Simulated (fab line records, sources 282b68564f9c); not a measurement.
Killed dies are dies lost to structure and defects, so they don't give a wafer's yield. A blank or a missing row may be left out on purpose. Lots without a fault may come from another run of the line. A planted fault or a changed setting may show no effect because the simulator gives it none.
Which tool did it? | flow rit_cmos | 14 lots, 42 wafers sampled, at 4 steps of a route of 202

WHAT THE GAUGES READ, wafer by wafer
RIT_FOX1_THK_MEAS_01.
lot  | measured    | on            | FOX1_OXIDE_THK (nm)
L624 | day 1 19:46 | film_metro-03 | 355 355 357
L625 | day 2 02:05 | film_metro-03 | 348 338 344
L626 | day 2 08:28 | film_metro-03 | 357 356 355
L628 | day 2 16:11 | film_metro-03 | 354 351 356
L629 | day 2 21:16 | film_metro-03 | 359 367 364
L631 | day 3 05:35 | film_metro-02 | 357 356 363
L632 | day 3 12:32 | film_metro-02 | 353 358 357
L633 | day 3 17:05 | film_metro-02 | 350 352 347
L634 | day 3 20:07 | film_metro-02 | 354 352 353
L640 | day 5 05:30 | film_metro-01 | 350 351 352
L641 | day 5 08:27 | film_metro-03 | 349 349 344
L644 | day 6 00:16 | film_metro-03 | 347 353 354
L645 | day 6 12:40 | film_metro-03 | 349 344 341
L646 | day 6 12:40 | film_metro-01 | 351 350 351

RIT_NLDD_OVL_MEAS_06.
lot  | measured    | on         | NLDD_OVL (nm)
L624 | day 3 00:59 | overlay-01 | -1.2 -0.1 -0.4
L625 | day 3 06:57 | overlay-02 | 1.8 0.9 2.1
L626 | day 3 09:35 | overlay-02 | 0.9 0.9 1.2
L628 | day 3 23:35 | overlay-02 | 1.1 1.9 1.6
L629 | day 3 23:49 | overlay-01 | 1.0 -0.4 2.7
L631 | day 4 13:37 | overlay-01 | 1.7 4.1 2.5
L632 | day 4 16:37 | overlay-02 | 0.6 1.3 1.4
L633 | day 4 22:23 | overlay-02 | 2.3 3.6 2.7
L634 | day 5 00:54 | overlay-01 | 2.7 3.1 3.3
L640 | day 6 17:34 | overlay-02 | 1.5 3.5 6.0
L641 | day 6 22:42 | overlay-02 | -0.7 0.8 0.0
L644 | day 7 12:41 | overlay-01 | -0.8 -2.0 -0.3
L645 | day 7 20:39 | overlay-02 | 3.5 2.8 1.8
L646 | day 7 18:16 | overlay-02 | 3.2 1.4 1.4

RIT_NSD_OVL_MEAS_06.
lot  | measured    | on         | NSD_OVL (nm)
L624 | day 3 07:04 | overlay-01 | -1.3 -3.1 -2.3
L625 | day 3 12:32 | overlay-02 | -0.9 -1.5 -0.4
L626 | day 3 15:11 | overlay-02 | -0.2 0.3 0.8
L628 | day 4 06:06 | overlay-01 | -0.3 -2.7 -1.0
L629 | day 4 06:40 | overlay-02 | 1.5 -0.7 -0.5
L631 | day 4 20:41 | overlay-02 | -1.0 -2.3 0.0
L632 | day 4 23:01 | overlay-02 | 2.1 1.4 0.7
L633 | day 5 03:49 | overlay-02 | -0.1 0.2 -0.2
L634 | day 5 07:45 | overlay-01 | -2.0 -2.1 -1.7
L640 | day 7 00:43 | overlay-02 | -1.3 -1.6 -0.7
L641 | day 7 05:26 | overlay-02 | -2.8 1.4 0.0
L644 | day 7 20:05 | overlay-02 | -0.7 -1.1 -0.2
L645 | day 8 02:25 | overlay-01 | 1.1 -1.4 -2.5
L646 | day 8 00:58 | overlay-02 | 0.2 -1.3 -1.8

WHICH TOOL RAN EACH LOT (tool, then ch and the chambers of the sampled wafers, then the start)
lot  | RIT_NSD_SOFTBAKE_02
L624 | litho_track-04 ch 0, day 3 06:31
L625 | litho_track-03 ch 0, day 3 11:59
L626 | litho_track-01 ch 0, day 3 14:31
L628 | litho_track-01 ch 0, day 4 05:34
L629 | litho_track-04 ch 0, day 4 06:01
L631 | litho_track-04 ch 0, day 4 20:08
L632 | litho_track-01 ch 0, day 4 22:28
L633 | litho_track-04 ch 0, day 5 03:16
L634 | litho_track-03 ch 0, day 5 07:12
L640 | litho_track-04 ch 0, day 7 00:04
L641 | litho_track-04 ch 0, day 7 04:40
L644 | litho_track-03 ch 0, day 7 19:26
L645 | litho_track-01 ch 0, day 8 01:52
L646 | litho_track-01 ch 0, day 8 00:12
- RIT_NSD_SOFTBAKE_02: time 60 s.

WHAT THE TOOLS THEMSELVES READ (means of the sampled wafers that have a number; where no wafer has one, the mark that the record gives instead)
RIT_NSD_SOFTBAKE_02.
lot  | tool           | chill_plate_temp_C (C) | run_length_s (s)
L624 | litho_track-04 | 23.03                  | 89.36
L625 | litho_track-03 | 23.08                  | 88.85
L626 | litho_track-01 | 23.17                  | 89.19
L628 | litho_track-01 | 23.13                  | 89.36
L629 | litho_track-04 | 23.08                  | 89.37
L631 | litho_track-04 | 23.04                  | 89.27
L632 | litho_track-01 | 22.98                  | 89.26
L633 | litho_track-04 | 22.95                  | 89.38
L634 | litho_track-03 | 23.04                  | 88.86
L640 | litho_track-04 | 22.86                  | 100.81
L641 | litho_track-04 | 22.87                  | 100.84
L644 | litho_track-03 | 23.04                  | 88.90
L645 | litho_track-01 | 23.15                  | 89.26
L646 | litho_track-01 | 22.94                  | 89.30

THE ANSWER, worked out from the rows above alone
Rule: what is usual is taken from the lots themselves. Put in order of their means at a reading, lots are off if they are a third of the lots or fewer, leave a main group of 4 or more, and stand apart from it by a gap of 3 or more times the standard deviation of the main group's means; of several such gaps the widest counts. A main group whose means are all the same, to the digits that the tables above print for the reading, isn't used. A lot without any number at a reading at which 4 lots or more have one is off too. The other lots that the step has rows for count as sound. The gauges are gone through in route order, then the tools' own readings, and for those a lot's mean is taken as printed above. The first step at which some lot is off is used, and at that step the reading that is off furthest; a lot without a number counts as furthest.
Off: L640, L641, at RIT_NSD_SOFTBAKE_02 (run_length_s). The main group: mean 89.20 s, standard deviation 0.2.
A tool fits if, at that step or a process step before it, it ran every lot that is off, and no sound lot after the first of them. One fits: litho_track-04 at RIT_NSD_SOFTBAKE_02. Its last sound lot is L633 (day 5 03:16), its first lot that is off L640 (day 7 00:04): a fault that began between those two fits.
The tool's own readings at RIT_NSD_SOFTBAKE_02 bear it out: on the lots that are off they differ by more than 5 times the standard deviation of the sound lots' means. run_length_s reads 100.83 s there against 89.20 s on the sound lots.

WHAT THE SIMULATOR HAD PUT IN
Process parameter drift: litho_track-04, from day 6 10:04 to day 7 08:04, at RIT_NSD_SOFTBAKE_02. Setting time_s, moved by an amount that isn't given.
Lots struck among those shown: L640, L641. The rule above found the same.
